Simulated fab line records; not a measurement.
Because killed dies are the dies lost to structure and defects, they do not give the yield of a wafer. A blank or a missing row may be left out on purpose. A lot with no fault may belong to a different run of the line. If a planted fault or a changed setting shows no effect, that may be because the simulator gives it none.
fab line records    flow ritCmos
record: lots: 14  wafers: 42  lastDay: 7
route steps=202 shown FOX2@80 GATE@81 PLDD@123 SDANNEAL@156 M1@202
lots untouched by any fault: they come from a run of this same line in which no faults occurred
startH: start of the lot's first displayed wafer, in hours after the record's first day    waitH: how many hours have passed since the lot's step before this one    " the same as in the row above    L1.1+2: several wafers, shown together as one row    - no value, or no start was given    * or withheld: withheld    < > ~ a bound
route shown NAME@n: NAME is a module with steps in the file, n the number in the route of the first one    usual: mean/standard deviation taken from wafers without a fault    same: alike in all rows    chamber/n: place in a boat    sites: per-site readings    _std_site: how widely they spread, as a standard deviation    _edge_site: the outer-site mean with the inner-site mean subtracted    radiusMm: how far each site lies from the wafer's centre    mask NAME#n: copy n    behind: the tool/chamber that last shaped the wafer    hold: why the lot went on hold/how many hours it stayed there/how the hold came to an end    device: transistor that didn't switch, given as n, p or np    end of line: tests run on the same wafers once the route is complete    a step without rows: its recipe alone    killed: at the first sort, the dies lost to defects and structure; wafer yield is something else    map: per-die view of a wafer (x killed, . not killed, _ where there is no die)
set.NAME: the run value of the setting; set.NAME@STEP: its run value at that earlier step    model.NAME: the simulator's own value behind a step, which no gauge read
one table for each step of the route and one row for each wafer, over a sample of lots
services: a tool's chamber out of use, with start hour (startH, from the record's first day; less than 0 if before it), hours out, and reason
== steps ==
step: RIT_FOX2_THK_MEAS_91
recipe: reads: SiO2_of_FOX2_OXIDATION_00
usual: FIELD_OXIDE_LEFT_2_THK: 255/6.2
lot.wafer  tool          chamber  startH  waitH  FIELD_OXIDE_LEFT_2_THK[nm]
L785.3     filmMetro-04  -        38.13   0.0    243
L785.5     "             -        "       "      244
L785.6     "             -        "       "      243
L786.2     filmMetro-02  -        45.13   0.0    257
L786.4     "             -        "       "      250
L786.6     "             -        "       "      253
L788.1     filmMetro-01  -        54.09   0.0    260
L788.2     "             -        "       "      262
L788.3     "             -        "       "      258
L789.1     filmMetro-01  -        62.18   0.0    260
L789.3     "             -        "       "      261
L789.6     "             -        "       "      263
L790.3     filmMetro-04  -        67.91   0.0    259
L790.4     "             -        "       "      259
L790.5     "             -        "       "      262
L792.3     filmMetro-01  -        77.62   0.0    264
L792.4     "             -        "       "      264
L792.6     "             -        "       "      257
L794.1     filmMetro-04  -        82.00   0.0    258
L794.4     "             -        "       "      254
L794.5     "             -        "       "      258
L796.2     filmMetro-04  -        91.87   0.0    263
L796.3     "             -        "       "      256
L796.6     "             -        "       "      254
L797.2     filmMetro-02  -        95.77   0.0    259
L797.4     "             -        "       "      254
L797.6     "             -        "       "      253
L798.1     filmMetro-04  -        98.25   0.0    240
L798.3     "             -        "       "      251
L798.5     "             -        "       "      242
L800.2     filmMetro-04  -        108.40  0.0    246
L800.3     "             -        "       "      259
L800.6     "             -        "       "      256
L804.1     filmMetro-01  -        128.40  0.0    262
L804.2     "             -        "       "      261
L804.5     "             -        "       "      261
L805.1     filmMetro-04  -        132.49  0.0    260
L805.2     "             -        "       "      255
L805.5     "             -        "       "      253
L808.1     filmMetro-04  -        151.79  0.0    255
L808.5     "             -        "       "      260
L808.6     "             -        "       "      255
step: RIT_GATE_OXIDATION_05
recipe: tempC: 900  ambient: O2  targetThkA: 30  oxTimeS: 270
usual: oxTimeS: 270/0  zonePowerLoadPct: 25.5/3  zonePowerSourcePct: 27.7/2.1
lot.wafer  tool        chamber  startH  waitH  oxTimeS  zonePowerLoadPct  zonePowerSourcePct
L785.3     furnace-04  0        41.86   3.7    270      22.4              27.6
L785.5     "           0        "       "      270      22.3              27.6
L785.6     "           0        "       "      270      22.5              26.6
L786.2     furnace-04  0        50.20   5.1    270      22.2              27.2
L786.4     "           0        "       "      270      22.0              27.3
L786.6     "           0        "       "      270      22.8              27.5
L788.1     furnace-02  0        54.98   0.9    270      29.9              25.5
L788.2     "           0        "       "      270      30.2              25.7
L788.3     "           0        "       "      270      29.6              25.3
L789.1     furnace-04  0        62.24   0.1    270      22.7              27.1
L789.3     "           0        "       "      270      22.3              27.2
L789.6     "           0        "       "      270      22.3              27.8
L790.3     furnace-02  0        70.68   2.8    270      29.5              25.4
L790.4     "           0        "       "      270      29.7              25.1
L790.5     "           0        "       "      270      29.6              25.3
L792.3     furnace-01  0        77.66   0.0    270      25.8              30.5
L792.4     "           0        "       "      270      26.0              31.0
L792.6     "           0        "       "      270      25.5              30.1
L794.1     furnace-04  0        82.14   0.1    270      22.1              27.2
L794.4     "           0        "       "      270      22.1              27.3
L794.5     "           0        "       "      270      22.2              27.0
L796.2     furnace-04  0        91.92   0.0    270      22.2              27.3
L796.3     "           0        "       "      270      22.1              27.5
L796.6     "           0        "       "      270      22.4              27.0
L797.2     furnace-01  0        95.82   0.0    270      25.4              30.4
L797.4     "           0        "       "      270      25.4              30.1
L797.6     "           0        "       "      270      25.6              30.7
L798.1     furnace-04  0        98.31   0.1    237.6    22.1              26.9
L798.3     "           0        "       "      237.6    22.4              27.1
L798.5     "           0        "       "      237.6    22.0              27.8
L800.2     furnace-04  0        109.32  0.9    237.6    22.1              27.9
L800.3     "           0        "       "      237.6    22.0              27.4
L800.6     "           0        "       "      237.6    22.2              27.3
L804.1     furnace-02  0        128.46  0.1    270      29.4              25.2
L804.2     "           0        "       "      270      29.7              25.1
L804.5     "           0        "       "      270      29.6              24.9
L805.1     furnace-02  0        132.55  0.1    270      30.3              25.5
L805.2     "           0        "       "      270      29.2              25.2
L805.5     "           0        "       "      270      29.8              25.3
L808.1     furnace-01  0        151.97  0.2    270      25.7              30.1
L808.5     "           0        "       "      270      25.4              30.3
L808.6     "           0        "       "      270      25.7              30.9
step: RIT_GATE_THK_MEAS_07
recipe: reads: SiO2_of_GATE_OXIDATION_05
usual: GATE_OXIDE_THK: 2.98/0.058
lot.wafer  tool          chamber  startH  waitH  GATE_OXIDE_THK[nm]
L785.3     filmMetro-04  -        45.14   0.0    2.92
L785.5     "             -        "       "      2.97
L785.6     "             -        "       "      2.90
L786.2     filmMetro-02  -        54.99   0.0    2.91
L786.4     "             -        "       "      2.95
L786.6     "             -        "       "      3.00
L788.1     filmMetro-01  -        60.48   0.0    2.85
L788.2     "             -        "       "      2.94
L788.3     "             -        "       "      2.97
L789.1     filmMetro-04  -        63.57   0.0    3.04
L789.3     "             -        "       "      3.04
L789.6     "             -        "       "      3.07
L790.3     filmMetro-02  -        72.50   0.0    2.89
L790.4     "             -        "       "      3.01
L790.5     "             -        "       "      2.93
L792.3     filmMetro-01  -        79.50   0.0    2.96
L792.4     "             -        "       "      2.90
L792.6     "             -        "       "      2.93
L794.1     filmMetro-02  -        83.73   0.0    2.94
L794.4     "             -        "       "      3.00
L794.5     "             -        "       "      2.98
L796.2     filmMetro-02  -        93.25   0.0    3.03
L796.3     "             -        "       "      3.02
L796.6     "             -        "       "      2.94
L797.2     filmMetro-02  -        97.34   0.0    2.92
L797.4     "             -        "       "      3.04
L797.6     "             -        "       "      3.03
L798.1     filmMetro-04  -        99.95   0.0    2.63
L798.3     "             -        "       "      2.70
L798.5     "             -        "       "      2.73
L800.2     filmMetro-04  -        110.65  0.0    2.70
L800.3     "             -        "       "      2.74
L800.6     "             -        "       "      2.74
L804.1     filmMetro-02  -        129.78  0.0    3.01
L804.2     "             -        "       "      3.01
L804.5     "             -        "       "      2.96
L805.1     filmMetro-01  -        136.43  0.0    2.95
L805.2     "             -        "       "      2.95
L805.5     "             -        "       "      2.99
L808.1     filmMetro-01  -        153.29  0.0    3.00
L808.5     "             -        "       "      3.08
L808.6     "             -        "       "      3.02
step: RIT_PLDD_STRIP_09
recipe: chemistry: O2  timeS: 180  resist: NOVOLAK  platenTempC: withheld  powerW: 500  pressureMtorr: 4000  o2FlowSccm: 4000
usual: drypumpMotorCurrentA: 6.0/0.35
lot.wafer  tool            chamber  startH  waitH  drypumpMotorCurrentA  rfHoursCounterH
L785.3     plasmaAsher-03  1        59.85   0.1    6.0                   -
L785.5     "               1        "       "      6.0                   -
L785.6     "               0        "       "      5.7                   -
L786.2     plasmaAsher-03  1        65.84   0.1    6.0                   39
L786.4     "               0        "       "      5.7                   -
L786.6     "               1        "       "      6.0                   -
L788.1     plasmaAsher-02  1        71.08   0.1    5.7                   28
L788.2     "               0        "       "      6.4                   28
L788.3     "               1        "       "      5.6                   -
L789.1     plasmaAsher-04  0        73.59   0.1    5.7                   42
L789.3     "               0        "       "      5.7                   -
L789.6     "               1        "       "      6.6                   -
L790.3     plasmaAsher-03  0        82.33   0.1    5.7                   -
L790.4     "               1        "       "      6.0                   -
L790.5     "               1        "       "      6.0                   -
L792.3     plasmaAsher-02  0        89.21   0.1    6.3                   -
L792.4     "               1        "       "      5.6                   -
L792.6     "               1        "       "      5.6                   -
L794.1     plasmaAsher-02  1        94.82   0.1    5.7                   32
L794.4     "               1        "       "      5.7                   -
L794.5     "               0        "       "      6.3                   -
L796.2     plasmaAsher-03  1        103.95  0.1    6.0                   45
L796.3     "               1        "       "      6.0                   -
L796.6     "               1        "       "      6.0                   -
L797.2     plasmaAsher-03  1        107.48  0.1    6.0                   45
L797.4     "               0        "       "      5.7                   -
L797.6     "               0        "       "      5.6                   -
L798.1     plasmaAsher-02  1        109.85  0.1    5.7                   34
L798.3     "               0        "       "      6.3                   -
L798.5     "               0        "       "      6.4                   -
L800.2     plasmaAsher-03  1        120.13  0.1    6.0                   47
L800.3     "               1        "       "      5.9                   -
L800.6     "               1        "       "      6.0                   -
L804.1     plasmaAsher-02  1        138.89  0.1    5.7                   38
L804.2     "               0        "       "      6.4                   38
L804.5     "               0        "       "      6.3                   -
L805.1     plasmaAsher-04  0        147.02  0.1    5.7                   51
L805.2     "               1        "       "      6.6                   51
L805.5     "               1        "       "      6.6                   -
L808.1     plasmaAsher-03  1        162.46  0.1    6.0                   51
L808.5     "               1        "       "      6.0                   -
L808.6     "               0        "       "      5.7                   -
step: RIT_SDANNEAL_RTA_03
recipe: tempC: 1050  timeS: 5  idleTempC: 600  rampUpCPerS: 342  rampDownCPerS: 171  coolToC: 600  ambient: N2
usual: chamberO2Ppm: 2.001/0.022  wafer_temp_C_max: 1053.5/1
lot.wafer  tool          chamber  startH  waitH  chamberO2Ppm  wafer_temp_C_max
L785.3     rtpAnneal-01  0        66.36   0.0    2.001         1052.3
L785.5     "             0        "       "      1.985         1054.0
L785.6     "             0        "       "      1.982         1054.4
L786.2     rtpAnneal-01  0        72.37   0.0    2.038         1051.1
L786.4     "             0        "       "      2.027         1052.8
L786.6     "             0        "       "      2.025         1053.4
L788.1     rtpAnneal-02  0        77.98   0.0    1.983         1053.0
L788.2     "             0        "       "      2.009         1054.9
L788.3     "             0        "       "      2.021         1052.9
L789.1     rtpAnneal-01  0        81.23   0.0    2.023         1053.9
L789.3     "             0        "       "      1.983         1054.8
L789.6     "             0        "       "      2.003         1053.9
L790.3     rtpAnneal-02  0        88.66   0.0    2.030         1051.6
L790.4     "             0        "       "      1.998         1053.0
L790.5     "             0        "       "      2.032         1056.0
L792.3     rtpAnneal-02  0        95.58   0.0    1.999         1051.7
L792.4     "             0        "       "      2.071         1052.7
L792.6     "             0        "       "      2.030         1053.7
L794.1     rtpAnneal-02  0        101.43  0.0    1.988         1052.3
L794.4     "             0        "       "      1.977         1052.5
L794.5     "             0        "       "      1.965         1052.7
L796.2     rtpAnneal-02  0        110.93  0.0    1.964         1053.7
L796.3     "             0        "       "      2.010         1053.8
L796.6     "             0        "       "      1.980         1054.3
L797.2     rtpAnneal-01  0        113.78  0.0    1.989         1053.5
L797.4     "             0        "       "      1.991         1053.2
L797.6     "             0        "       "      2.010         1054.4
L798.1     rtpAnneal-02  0        116.20  0.0    2.035         1053.2
L798.3     "             0        "       "      2.013         1052.4
L798.5     "             0        "       "      2.029         1053.4
L800.2     rtpAnneal-02  0        126.12  0.0    1.987         1053.2
L800.3     "             0        "       "      1.977         1052.3
L800.6     "             0        "       "      1.993         1056.2
L804.1     rtpAnneal-02  0        145.03  0.0    1.983         1053.2
L804.2     "             0        "       "      1.968         1052.3
L804.5     "             0        "       "      1.986         1054.0
L805.1     rtpAnneal-01  0        153.01  0.0    2.004         1051.8
L805.2     "             0        "       "      1.972         1053.0
L805.5     "             0        "       "      1.993         1054.2
L808.1     rtpAnneal-02  0        168.77  0.0    2.023         1053.8
L808.5     "             0        "       "      2.016         1052.3
L808.6     "             0        "       "      1.979         1055.1
step: RIT_M1_PROBE_99
usual: killedAtContacts: 0.1/0.38  killedAtFrontEnd: 7/3.2  killedDies: 7/3.2  killedOpen: 3.6/2.1  killedShort: 3.5/2
same: grossDies: 264  killed_at_M0_to_M3: 0  killed_at_M4_up: 0  killedAtBackSide: 0  killedAtOther: 0
lot.wafer  tool       chamber  startH  waitH  killedAtContacts  killedAtFrontEnd  killedDies  killedOpen  killedShort
L792.3     prober-01  -        103.93  0.2    0                 7                 7           2           5
L792.4     prober-01  -        103.98  0.2    0                 4                 4           1           2
L792.6     prober-01  -        104.08  0.2    0                 6                 6           5           1
L794.1     prober-02  -        109.44  0.1    0                 6                 6           4           2
L794.4     prober-02  -        109.59  0.2    0                 5                 5           2           3
L794.5     prober-02  -        109.64  0.2    0                 4                 4           2           2
L796.2     prober-02  -        118.68  0.1    0                 8                 8           4           4
L796.3     prober-02  -        118.73  0.2    0                 14                14          7           7
L796.6     prober-02  -        118.88  0.2    0                 10                10          1           8
L797.2     prober-01  -        121.42  0.1    0                 11                11          2           9
L797.4     prober-01  -        121.52  0.2    0                 5                 5           4           1
L797.6     prober-01  -        121.62  0.2    0                 3                 3           2           1
L804.1     prober-02  -        152.58  0.1    0                 11                11          3           8
L804.2     prober-02  -        152.63  0.1    0                 7                 7           1           6
L804.5     prober-02  -        152.78  0.2    0                 14                14          6           8
L805.1     prober-01  -        161.44  0.1    0                 5                 5           1           4
L805.2     prober-01  -        161.49  0.1    0                 12                12          5           7
L805.5     prober-01  -        161.64  0.2    0                 9                 9           5           4
L808.1     prober-02  -        176.31  0.1    0                 4                 4           0           4
L808.5     prober-02  -        176.51  0.2    0                 5                 5           3           2
L808.6     prober-02  -        176.56  0.2    0                 1                 1           0           1
killed by level:class
L792.3 GATE:geometricParticle:short=3 SILICIDE:geometricParticle:short=2 GATE:geometricParticle:open=1 SILICIDE:geometricParticle:open=1
L792.4 FOX1:geometricParticle:short=1 SPACER:geometricParticle:open=1 SILICIDE:geometricParticle:short=1 NLDD:coatMicrobubblePrinted=1
L792.6 SPACER:geometricParticle:open=4 GATE:geometricParticle:open=1 SPACER:geometricParticle:short=1
L794.1 REOX:geometricParticle:open=2 SILICIDE:geometricParticle:short=2 FOX1:geometricParticle:open=1 SILICIDE:geometricParticle:open=1
L794.4 GATE:geometricParticle:short=2 FOX1:geometricParticle:open=1 FOX1:geometricParticle:short=1 GATE:geometricParticle:open=1
L794.5 FOX1:geometricParticle:short=1 GATE:geometricParticle:open=1 GATE:geometricParticle:short=1 REOX:geometricParticle:open=1
L796.2 GATE:geometricParticle:short=2 FOX2:geometricParticle:open=1 GATE:geometricParticle:open=1 REOX:geometricParticle:short=1 SPACER:geometricParticle:open=1 SPACER:geometricParticle:short=1 SILICIDE:geometricParticle:open=1
L796.3 SPACER:geometricParticle:short=3 GATE:geometricParticle:short=2 REOX:geometricParticle:short=2 REOX:geometricParticle:open=2 SPACER:geometricParticle:open=2 FOX1:geometricParticle:open=1 GATE:geometricParticle:open=1 SILICIDE:geometricParticle:open=1
L796.6 GATE:geometricParticle:short=5 REOX:geometricParticle:short=2 SPACER:geometricParticle:short=1 SPACER:geometricParticle:open=1 NRETRO:coatMicrobubblePrinted=1
L797.2 GATE:geometricParticle:short=4 SPACER:geometricParticle:short=3 SPACER:geometricParticle:open=2 FOX2:geometricParticle:short=1 SILICIDE:geometricParticle:short=1
L797.4 SPACER:geometricParticle:open=3 GATE:geometricParticle:short=1 SILICIDE:geometricParticle:open=1
L797.6 ACTIVE:geometricParticle:short=1 FOX1:geometricParticle:open=1 REOX:geometricParticle:open=1
L804.1 FOX1:geometricParticle:short=3 FOX2:geometricParticle:short=2 FOX1:geometricParticle:open=1 FOX2:geometricParticle:open=1 GATE:geometricParticle:short=1 GATE:geometricParticle:open=1 SPACER:geometricParticle:short=1 SILICIDE:geometricParticle:short=1
L804.2 FOX2:geometricParticle:short=2 GATE:geometricParticle:short=2 FOX1:geometricParticle:open=1 FOX1:geometricParticle:short=1 SPACER:geometricParticle:short=1
L804.5 GATE:geometricParticle:short=4 FOX2:geometricParticle:open=2 SILICIDE:geometricParticle:open=2 SILICIDE:geometricParticle:short=2 FOX1:geometricParticle:short=1 FOX1:geometricParticle:open=1 FOX2:geometricParticle:short=1 GATE:geometricParticle:open=1
L805.1 FOX2:geometricParticle:short=1 GATE:geometricParticle:short=1 GATE:geometricParticle:open=1 REOX:geometricParticle:short=1 SPACER:geometricParticle:short=1
L805.2 GATE:geometricParticle:short=5 FOX1:geometricParticle:short=2 SPACER:geometricParticle:open=2 FOX1:geometricParticle:open=1 GATE:geometricParticle:open=1 REOX:geometricParticle:open=1
L805.5 GATE:geometricParticle:short=2 FOX1:geometricParticle:open=1 GATE:geometricParticle:open=1 REOX:geometricParticle:open=1 REOX:geometricParticle:short=1 SPACER:geometricParticle:open=1 SILICIDE:geometricParticle:short=1 SILICIDE:geometricParticle:open=1
L808.1 GATE:geometricParticle:short=1 REOX:geometricParticle:short=1 SPACER:geometricParticle:short=1 SILICIDE:geometricParticle:short=1
L808.5 GATE:geometricParticle:short=2 SPACER:geometricParticle:open=2 REOX:geometricParticle:open=1
L808.6 FOX1:geometricParticle:short=1
== services ==
tool            chamber  startH  hours  kind
furnace-01      -        20.35   3.6    pm
plasmaAsher-03  -        43.92   2.2    repair
rtpAnneal-01    -        47.98   6.3    pm
furnace-02      -        56.05   3.7    pm
plasmaAsher-04  -        57.13   14.6   pm
furnace-02      -        67.56   3.1    pm
furnace-01      -        72.48   2.4    pm
furnace-04      -        135.19  4.4    pm
plasmaAsher-03  -        145.20  0.4    repair
plasmaAsher-04  -        157.55  2.8    pm
== key ==
firstSign: step: RIT_GATE_OXIDATION_05  reading: oxTimeS  direction: down  sigmas: 99+  usual: *  struck: *
effect: step: RIT_GATE_THK_MEAS_07  reading: GATE_OXIDE_THK  direction: down  sigmas: 4.7  usual: 2.98  struck: 2.71
metAt RIT_GATE_OXIDATION_05
struckLots L798,L800
testerLeftOut L798,L800
notActingAt RIT_FOX2_THK_MEAS_91,RIT_PLDD_STRIP_09,RIT_SDANNEAL_RTA_03
onsetBetween 91.92 98.31
fault: kind: processParameterDrift  tool: furnace-04  chamber: -  onsetH: 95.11  steps: RIT_GATE_OXIDATION_05  channel: oxTimeS  offset: *  shape: step  endH: 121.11  actsIn: *  stated: *
testerLeftOut: of these lots the tester's yield and bins aren't shown, on N5 and GAA mostly nor the transistor test; their killed dies are dies lost to structure and defects alone, not to doping, threshold or leakage, so they don't give the yield
